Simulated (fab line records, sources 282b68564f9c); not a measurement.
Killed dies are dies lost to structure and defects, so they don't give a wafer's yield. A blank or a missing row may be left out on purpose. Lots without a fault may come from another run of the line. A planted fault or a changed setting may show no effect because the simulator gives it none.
Split-lot experiment | flow rit_cmos | 5 lots, 27 wafers read, on a route of 202 steps

THE SPLIT
At RIT_ACTIVE_DEVELOP_10 (develop time 50 s), the setting develop_time_s was moved away from the recipe's 50 s on 12 of the 27 wafers read, by -45.1% to +25.8%. The other wafers ran this setting at the recipe's value.

FROM THE SPLIT TO THE READING: what the file shows between them, 4 steps
- RIT_ACTIVE_CD_MEAS_11: target cd 1400 nm
- RIT_ACTIVE_HARDBAKE_12: time 60 s
- RIT_ACTIVE_ETCH_13: etches Si3N4 in SF6, stops on SiO2, time 210 s, target depth 210 nm
- RIT_ACTIVE_STRIP_14: strips in O2, time 180 s

THE READING
cd_nm, in nm, at RIT_ACTIVE_CD_MEAS_90 (target cd 1400 nm). Fault-free wafers of this fab line usually give 1400.0 nm, standard deviation 2.9 nm.

wafer  | tool, chamber at the split | develop_time_s as run, s | against the recipe | cd_nm, nm | against lot-mates on the recipe
L074.2 | litho_track-04, 0          | 50                       | recipe             | 1401.0    | -
L074.4 | litho_track-04, 0          | 50                       | recipe             | 1401.2    | -
L074.5 | litho_track-04, 0          | 50                       | recipe             | 1401.6    | -
L075.1 | litho_track-01, 0          | 50                       | recipe             | 1392.7    | -
L075.2 | litho_track-01, 0          | 50                       | recipe             | 1393.9    | -
L075.3 | litho_track-01, 0          | 62.89                    | +25.8%             | 1372.7    | -21.4
L075.4 | litho_track-01, 0          | 62.89                    | +25.8%             | 1370.9    | -23.2
L075.5 | litho_track-01, 0          | 62.89                    | +25.8%             | 1370.0    | -24.1
L075.6 | litho_track-01, 0          | 50                       | recipe             | 1395.7    | -
L076.1 | litho_track-01, 0          | 27.56                    | -44.9%             | 1469.6    | +66.8
L076.2 | litho_track-01, 0          | 50                       | recipe             | 1403.4    | -
L076.3 | litho_track-01, 0          | 27.56                    | -44.9%             | 1468.2    | +65.4
L076.4 | litho_track-01, 0          | 50                       | recipe             | 1402.1    | -
L076.5 | litho_track-01, 0          | 27.56                    | -44.9%             | 1470.1    | +67.3
L076.6 | litho_track-01, 0          | 50                       | recipe             | 1402.8    | -
L079.1 | litho_track-03, 0          | 50                       | recipe             | 1397.8    | -
L079.2 | litho_track-03, 0          | 27.47                    | -45.1%             | 1463.6    | +66.5
L079.3 | litho_track-03, 0          | 50                       | recipe             | 1396.1    | -
L079.4 | litho_track-03, 0          | 27.47                    | -45.1%             | 1463.2    | +66.1
L079.5 | litho_track-03, 0          | 27.47                    | -45.1%             | 1462.6    | +65.5
L079.6 | litho_track-03, 0          | 50                       | recipe             | 1397.3    | -
L080.1 | litho_track-04, 0          | 40.91                    | -18.2%             | 1421.7    | +20.6
L080.2 | litho_track-04, 0          | 40.91                    | -18.2%             | 1420.3    | +19.2
L080.3 | litho_track-04, 0          | 50                       | recipe             | 1400.9    | -
L080.4 | litho_track-04, 0          | 50                       | recipe             | 1401.5    | -
L080.5 | litho_track-04, 0          | 50                       | recipe             | 1400.9    | -
L080.6 | litho_track-04, 0          | 40.91                    | -18.2%             | 1419.7    | +18.6

THE FIT
A straight line over all 27 wafers: cd_nm changes by -1.39 nm for each +1% of develop_time_s; r = -0.99; the points scatter about the line by 4.6 nm.
The same after taking each lot's own level away (the mean of its wafers on the recipe; 27 wafers): -1.34 nm for each +1%; r = -0.99; scatter 4.9 nm.
On that fit, the largest move of develop_time_s shifts the reading by 60 nm.
The lots' own levels span 1394.10 to 1402.77 nm, that is 3.0 times the standard deviation above.
So the lot-to-lot level changes the slope little: the two slopes agree.
Check: with one of the wafers moved furthest among these (-45.1%) left out of the fit, the line predicts +61.6 nm for it against its lot-mates. It came out at +66.5 nm against them.

THE WHOLE CHAIN: every reading that the file lists as answering this split, in the file's order
step                  | what it does                                                        | reading                                                       | change (the file's fit)              | r (the file's)
RIT_ACTIVE_CD_MEAS_11 | target cd 1400 nm                                                   | cd_nm                                                         | -1.37 nm for each +1% of the setting | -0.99
RIT_ACTIVE_ETCH_13    | etches Si3N4 in SF6, stops on SiO2, time 210 s, target depth 210 nm | ACTIVE.cd_nm (the simulator's own value, which no gauge read) | -1.37 nm for each +1% of the setting | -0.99
RIT_ACTIVE_CD_MEAS_90 | target cd 1400 nm                                                   | cd_nm                                                         | -1.37 nm for each +1% of the setting | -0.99

THE FILE'S OWN FIT
cd_nm changes by -1.37 nm for each +1% of develop_time_s, r = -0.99.
